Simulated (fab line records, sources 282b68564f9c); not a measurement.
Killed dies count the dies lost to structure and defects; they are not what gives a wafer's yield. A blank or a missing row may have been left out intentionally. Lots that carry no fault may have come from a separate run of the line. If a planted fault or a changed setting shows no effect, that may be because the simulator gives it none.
fab line records    flow rit-cmos    part 2 of 2: steps 30 to 39 of 39
[record] lots = 5  wafers = 15  last-day = 6
route steps=202 shown NRETRO@57 PRETRO@64 GATE@75 FOX2@80
lots that met no fault: taken from a fault-free run of the same line
start-h: hours from the record's first day to the start of the lot's first wafer shown    wait-h: how many hours have passed since the lot's step before this one    " repeats the value in the row above    L1.1+2: a single row standing in for several wafers    - no value present, or no start provided    * or withheld: withheld    < > ~ a bound
route shown NAME@n: a module of which the file shows steps, and the number in the route of the first    usual: mean and standard deviation over wafers with no fault    same: alike in all rows    chamber/n: place in a boat    sites: the reading at each site    _std_site: the values' standard deviation    _edge_site: inner sites' mean taken away from outer sites' mean    radius-mm: for every site, how far away it sits from the centre of the wafer    mask NAME#n: copy n    behind: tool/chamber where the wafer was last shaped    hold: what put the lot on hold/how long, in hours/how the hold closed    device: the n, p or np transistor that did not switch    end of line: the same wafers' tests at the end of the route    a step with no rows: only its recipe    killed: dies lost to structure and defects at the first sort, not the wafer's yield    map: the dies of a wafer, with x for killed, . for not killed, _ for no die there
set.NAME: the run value of the setting; set.NAME@STEP: its run value at that earlier step    model.NAME: the simulator's own value behind a step, which no gauge read
a table for each step, a row for each wafer; lots at some steps of the route
services: the hour from which a tool's chamber was out of use, counted from the record's first day as start-h (under 0 if before that day), plus the number of hours and why
[[steps]]
[step RIT_GATE_HMDS_10]
[recipe] prime-time-s = 60  prime-temp-c = 140
[usual] prime-temp-c = 139.96/0.15  resist-line-temp-C = 23.01/0.11
lot.wafer  tool            chamber  start-h  wait-h  prime-temp-c  resist-line-temp-C
L079.2     litho-track-04  0        66.52    0.1     139.91        22.98
L079.4     "               0        "        "       139.62        22.76
L079.6     "               0        "        "       140.05        22.88
L080.1     litho-track-04  0        70.35    0.1     139.91        23.03
L080.2     "               0        "        "       140.03        23.21
L080.6     "               0        "        "       139.99        23.08
L084.3     litho-track-04  0        93.54    0.1     140.06        22.94
L084.4     "               0        "        "       140.03        23.06
L084.6     "               0        "        "       139.95        23.01
L085.2     litho-track-03  0        97.01    0.1     139.94        22.78
L085.3     "               0        "        "       139.88        22.84
L085.6     "               0        "        "       140.05        22.92
L088.2     litho-track-04  0        112.56   0.1     140.10        22.97
L088.4     "               0        "        "       140.12        22.85
L088.5     "               0        "        "       140.14        22.93
[step RIT_GATE_COAT_11]
[recipe] resist = NOVOLAK  spin-rpm = 4201  resist-thk-nm = 850
[usual] resist-line-temp-C = 22.98/0.1
lot.wafer  tool            chamber  start-h  wait-h  resist-line-temp-C
L079.2     litho-track-04  0        66.67    0.1     22.94
L079.4     "               0        "        "       23.04
L079.6     "               0        "        "       23.05
L080.1     litho-track-04  0        70.50    0.1     22.92
L080.2     "               0        "        "       23.04
L080.6     "               0        "        "       22.90
L084.3     litho-track-04  0        93.69    0.1     22.90
L084.4     "               0        "        "       23.01
L084.6     "               0        "        "       22.85
L085.2     litho-track-03  0        97.16    0.1     23.13
L085.3     "               0        "        "       23.08
L085.6     "               0        "        "       22.97
L088.2     litho-track-04  0        112.71   0.1     22.93
L088.4     "               0        "        "       23.00
L088.5     "               0        "        "       22.84
[step RIT_GATE_SOFTBAKE_12]
[recipe] resist = NOVOLAK  temp-c = 90  time-s = 60
[usual] resist-line-temp-C = 23.01/0.11
lot.wafer  tool            chamber  start-h  wait-h  resist-line-temp-C
L079.2     litho-track-04  0        66.82    0.1     23.11
L079.4     "               0        "        "       22.96
L079.6     "               0        "        "       22.97
L080.1     litho-track-04  0        70.65    0.1     22.88
L080.2     "               0        "        "       23.03
L080.6     "               0        "        "       22.86
L084.3     litho-track-04  0        93.84    0.1     22.97
L084.4     "               0        "        "       23.12
L084.6     "               0        "        "       23.09
L085.2     litho-track-03  0        97.31    0.1     23.09
L085.3     "               0        "        "       23.08
L085.6     "               0        "        "       22.99
L088.2     litho-track-04  0        112.86   0.1     23.07
L088.4     "               0        "        "       22.90
L088.5     "               0        "        "       22.88
[step RIT_GATE_EXPOSE_13]
[recipe] mask-id = M6  na = 0.6  source-shape = conventional  sigma-outer = 0.6  target-cd-nm = 150  dose-mj = 380
lot.wafer   tool              chamber  start-h  wait-h  mask
L079.2+4+6  iline-stepper-01  0        67.09    0.2     M6#0
L080.1+2+6  iline-stepper-02  0        70.93    0.2     M6#0
L084.3+4+6  iline-stepper-02  0        93.99    0.1     M6#0
L085.2+3+6  iline-stepper-02  0        97.45    0.1     M6#0
L088.2+4+5  iline-stepper-01  0        113.13   0.2     M6#0
[step RIT_GATE_PEB_14]
[recipe] resist = NOVOLAK  temp-c = withheld  time-s = withheld
[usual] resist-line-temp-C = *
lot.wafer  tool            chamber  start-h  wait-h  resist-line-temp-C
L079.2     litho-track-04  0        67.21    0.1     *
L079.4     "               0        "        "       *
L079.6     "               0        "        "       *
L080.1     litho-track-03  0        71.05    0.1     *
L080.2     "               0        "        "       *
L080.6     "               0        "        "       *
L084.3     litho-track-04  0        94.12    0.1     *
L084.4     "               0        "        "       *
L084.6     "               0        "        "       *
L085.2     litho-track-03  0        97.57    0.1     *
L085.3     "               0        "        "       *
L085.6     "               0        "        "       *
L088.2     litho-track-02  0        113.26   0.1     *
L088.4     "               0        "        "       *
L088.5     "               0        "        "       *
[step RIT_GATE_DEVELOP_15]
[recipe] resist = NOVOLAK  develop-time-s = 50  dev-temp-c = 23
[usual] resist-line-temp-C = 22.98/0.1
lot.wafer  tool            chamber  start-h  wait-h  resist-line-temp-C
L079.2     litho-track-04  0        -        -       23.10
L079.4     "               0        "        "       23.22
L079.6     "               0        "        "       23.06
L080.1     litho-track-03  0        -        -       22.90
L080.2     "               0        "        "       23.02
L080.6     "               0        "        "       22.93
L084.3     litho-track-04  0        -        -       23.11
L084.4     "               0        "        "       22.94
L084.6     "               0        "        "       23.12
L085.2     litho-track-03  0        -        -       23.09
L085.3     "               0        "        "       22.94
L085.6     "               0        "        "       22.97
L088.2     litho-track-02  0        -        -       22.93
L088.4     "               0        "        "       22.87
L088.5     "               0        "        "       22.83
[step RIT_GATE_CD_MEAS_16]
[recipe] target-cd-nm = 150
[usual] cd-nm = 151.0/2.4
lot.wafer  tool       chamber  start-h  wait-h  cd-nm
L079.2     cd-sem-02  -        67.49    -       151.3
L079.4     "          -        "        "       152.1
L079.6     "          -        "        "       152.6
L080.1     cd-sem-02  -        71.33    -       149.6
L080.2     "          -        "        "       149.9
L080.6     "          -        "        "       150.0
L084.3     cd-sem-01  -        94.39    -       147.1
L084.4     "          -        "        "       149.8
L084.6     "          -        "        "       148.4
L085.2     cd-sem-02  -        97.85    -       149.2
L085.3     "          -        "        "       148.4
L085.6     "          -        "        "       148.2
L088.2     cd-sem-02  -        113.53   -       151.4
L088.4     "          -        "        "       149.3
L088.5     "          -        "        "       151.3
[step RIT_GATE_OVL_MEAS_17]
[usual] GATE_OVL = 0.8/1.4
lot.wafer  tool        chamber  start-h  wait-h  GATE_OVL[nm]
L079.2     overlay-01  -        67.60    0.1     -1.6
L079.4     "           -        "        "       0.8
L079.6     "           -        "        "       0.4
L080.1     overlay-02  -        71.45    0.1     2.3
L080.2     "           -        "        "       2.7
L080.6     "           -        "        "       1.9
L084.3     overlay-02  -        94.49    0.1     2.7
L084.4     "           -        "        "       3.9
L084.6     "           -        "        "       2.4
L085.2     overlay-01  -        97.96    0.1     0.0
L085.3     "           -        "        "       -2.3
L085.6     "           -        "        "       -0.3
L088.2     overlay-02  -        113.64   0.1     1.6
L088.4     "           -        "        "       0.2
L088.5     "           -        "        "       1.0
[step RIT_GATE_HARDBAKE_18]
[recipe] resist = NOVOLAK  temp-c = 140  time-s = 60
[usual] resist-line-temp-C = 23.00/0.11
lot.wafer  tool            chamber  start-h  wait-h  resist-line-temp-C
L079.2     litho-track-04  0        67.65    0.0     22.88
L079.4     "               0        "        "       22.90
L079.6     "               0        "        "       22.86
L080.1     litho-track-04  0        71.48    0.0     23.03
L080.2     "               0        "        "       22.84
L080.6     "               0        "        "       22.98
L084.3     litho-track-04  0        94.56    0.1     22.91
L084.4     "               0        "        "       22.89
L084.6     "               0        "        "       22.96
L085.2     litho-track-04  0        98.01    0.0     22.90
L085.3     "               0        "        "       23.01
L085.6     "               0        "        "       23.16
L088.2     litho-track-03  0        113.70   0.0     22.89
L088.4     "               0        "        "       22.98
L088.5     "               0        "        "       23.05
[step RIT_GATE_ETCH_19]
[recipe] chemistry = SF6/CHF3/O2  time-s = 165  SF6_flow_sccm = 30  CHF3_flow_sccm = 30  O2_flow_sccm = 5  target = poly-Si  pressure-mtorr = 40  rf-w = 165.4  target-depth-a = 3125  over-etch-frac = 0.25  stop-on = SiO2
[usual] drypump-motor-current-A = 5.9/0.35  oes-product-au = 0.854/0.012  throttle-valve-pct = 10.20/0.15
[same] over-etch-frac = 0.25
lot.wafer  tool       chamber  start-h  wait-h  drypump-motor-current-A  oes-product-au  rf-hours-counter-h  throttle-valve-pct
L079.2     rie-si-01  2        67.78    0.1     5.5                      0.862           96                  10.28
L079.4     "          0        "        "       6.3                      0.856           55                  10.10
L079.6     "          0        "        "       6.3                      0.864           -                   10.11
L080.1     rie-si-02  2        71.63    0.1     5.7                      0.840           53                  10.19
L080.2     "          1        "        "       5.9                      0.848           75                  10.22
L080.6     "          1        "        "       5.9                      0.845           -                   10.23
L084.3     rie-si-02  0        94.66    0.1     6.4                      0.831           150                 10.43
L084.4     "          3        "        "       5.7                      0.867           10                  10.41
L084.6     "          2        "        "       5.7                      0.839           -                   10.20
L085.2     rie-si-01  0        98.14    0.1     6.3                      0.854           56                  10.10
L085.3     "          1        "        "       5.8                      0.855           60                  10.09
L085.6     "          3        "        "       6.5                      0.849           -                   9.97
L088.2     rie-si-02  3        113.82   0.1     5.7                      0.873           10                  10.44
L088.4     "          3        "        "       5.7                      0.852           -                   10.44
L088.5     "          2        "        "       5.7                      0.835           -                   10.21
[[services]]
tool              chamber  start-h  hours  kind
plasma-asher-02   -        39.84    14.4   repair
plasma-asher-02   -        47.53    0.5    repair
iline-stepper-01  -        47.78    4.4    pm
implanter-02      -        50.90    1.8    repair
plasma-asher-03   -        52.89    14.6   pm
furnace-04        -        56.09    3.5    pm
iline-stepper-02  0        60.51    -      calibration
implanter-04      -        64.07    4.5    pm
iline-stepper-01  0        70.12    -      calibration
iline-stepper-02  -        71.35    1.7    pm
implanter-03      -        84.67    9.6    repair
furnace-04        -        91.76    11.7   pm
implanter-02      -        92.01    0.8    repair
litho-track-02    -        93.02    -      consumable-replace:filter
iline-stepper-01  -        96.26    3.8    repair
implanter-01      -        99.56    3.5    repair
implanter-04      -        103.79   3.2    pm
plasma-asher-04   -        108.75   9.0    pm
plasma-asher-04   0        108.75   9.0    vent-cycle
rie-si-02         0        109.28   -      clean
rie-si-02         0        109.28   18.1   scheduled-down
rie-si-02         0        109.28   18.1   vent-cycle
iline-stepper-02  -        112.83   4.4    pm
implanter-04      -        113.03   1.0    repair
